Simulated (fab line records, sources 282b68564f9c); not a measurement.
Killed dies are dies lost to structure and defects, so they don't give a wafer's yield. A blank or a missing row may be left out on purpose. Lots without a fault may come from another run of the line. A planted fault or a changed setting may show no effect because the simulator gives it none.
Which tool did it? | flow rit_cmos | 7 lots, 21 wafers sampled, at 1 step of a route of 202

WHAT THE GAUGES READ, wafer by wafer
RIT_PWELL_TW_MEAS_10.
lot  | measured    | on            | PWELL_TW
L763 | day 2 08:35 | film_metro-01 | 941 939 937
L767 | day 3 04:46 | film_metro-03 | 975 969 970
L772 | day 4 08:16 | film_metro-04 | 953 958 957
L774 | day 4 16:56 | film_metro-04 | 956 959 961
L777 | day 5 06:42 | film_metro-04 | 960 958 965
L779 | day 5 17:52 | film_metro-03 | 970 971 978
L781 | day 6 02:44 | film_metro-04 | 959 959 960

WHICH TOOL RAN EACH LOT (tool, then ch and the chambers of the sampled wafers, then the start)
The record holds no process step before these readings.

THE ANSWER, worked out from the rows above alone
Rule: what is usual is taken from the lots themselves. Put in order of their means at a reading, lots are off if they are a third of the lots or fewer, leave a main group of 4 or more, and stand apart from it by a gap of 3 or more times the standard deviation of the main group's means; of several such gaps the widest counts. A main group whose means are all the same, to the digits that the tables above print for the reading, isn't used. A lot without any number at a reading at which 4 lots or more have one is off too. The other lots that the step has rows for count as sound.
No lot is off at any reading shown: from this, nothing can be told.

WHAT THE SIMULATOR HAD PUT IN
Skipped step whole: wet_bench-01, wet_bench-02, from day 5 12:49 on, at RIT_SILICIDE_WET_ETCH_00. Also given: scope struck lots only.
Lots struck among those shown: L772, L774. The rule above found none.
